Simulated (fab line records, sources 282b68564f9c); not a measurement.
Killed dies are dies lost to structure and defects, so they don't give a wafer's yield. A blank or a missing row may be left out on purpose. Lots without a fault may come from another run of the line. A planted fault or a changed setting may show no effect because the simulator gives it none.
Problem report in the 8D (eight disciplines) form, filled by code | flow rit_cmos | the parts of the form that need people (team, actions taken, sign-off) are left out

1. THE PROBLEM
GATE_POLY_THK at RIT_GATE_THK_MEAS_09 reads a mean of 271.9 nm on 6 wafers of 2 lots; wafers without a fault read 248.8 nm with a standard deviation of 1.9. That is +12 standard deviations from the usual mean.
First seen on wafer L321.4, day 6 06:29, on film_metro-01. The record holds 42 wafers of 14 lots with a number at this step. Rule for "out", or "out of limits": more than 4 standard deviations from the usual mean. The other wafers with a number count as sound.

2. WHAT IT IS AND WHAT IT IS NOT
question                    | is                           | is not
which readings at this step | GATE_POLY_THK                | -
which lots                  | L321, L323                   | L307, L308, L309, L310, L312, L313, L315, L316, L319, L324, L325, L326
which wafers of those lots  | all that have a number       | -
read on which gauges        | film_metro-01, film_metro-04 | film_metro-02
when                        | from day 6 06:29             | up to then (27 sound wafers); but 9 sound wafers of L324, L325, L326 came after

3. SUSPECTS, AND WHAT RULES EACH OUT
Counting: a tool at a process step up to the reading stays a suspect if it ran every lot that is out and no sound lot after the first of them.
- the gauge at RIT_GATE_THK_MEAS_09: ruled out. The wafers that are out were read on 2 gauges (film_metro-01, film_metro-04).
- lpcvd-02 at RIT_GATE_CVD_08 (deposits poly-Si from SiH4, target thk 250 nm, time 2220 s): ruled out as a lasting fault. Sound lots L325 ran on it after its first lot that is out, L321 (day 6 04:50).
Left after counting: nothing in the record.

4. THE CAUSE (what the simulator had put in)
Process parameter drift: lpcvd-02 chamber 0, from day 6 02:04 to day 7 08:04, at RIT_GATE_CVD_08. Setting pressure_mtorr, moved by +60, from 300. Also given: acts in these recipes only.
Counting ruled it out, wrongly: the rule takes a fault to strike every lot that its tool runs from its start on, and this one did not.

5. THE CHAIN OF EFFECTS, in route order
Each row: a reading whose mean over the struck wafers that have a number lies more than 3 standard deviations from the usual. Only readings for which the record gives a usual standard deviation are gone through. hours: the time from each lot's start at the first step in this table that gives one to its start at this step, as a median over the lots. sigmas: the change in usual standard deviations.
hours | step                 | reading        | usual       | on struck wafers | change | sigmas
0     | RIT_GATE_CVD_08      | pressure_mtorr | 299.9 mTorr | 359.6            | +59.7  | +99 or more
2     | RIT_GATE_THK_MEAS_09 | GATE_POLY_THK  | 248.8 nm    | 271.9            | +23.1  | +12
7     | RIT_GATE_ETCH_19     | oes_product_au | 0.845 a.u.  | 0.912            | +0.067 | +5.6
The process steps in it:
- RIT_GATE_CVD_08: deposits poly-Si from SiH4, target thk 250 nm, time 2220 s.
- RIT_GATE_ETCH_19: etches poly-Si in SF6/CHF3/O2, stops on SiO2, time 165 s, target depth 312.5 nm.

6. WHAT WOULD HAVE CAUGHT IT SOONER
In this record the first reading out of limits at a measuring or inspecting step was taken at day 6 06:29, 4 hours after the fault began at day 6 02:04.
The tool's own readings at RIT_GATE_CVD_08 were out on every struck wafer that the step has a row for (pressure_mtorr): an alarm limit on them would have fired on the first of those.
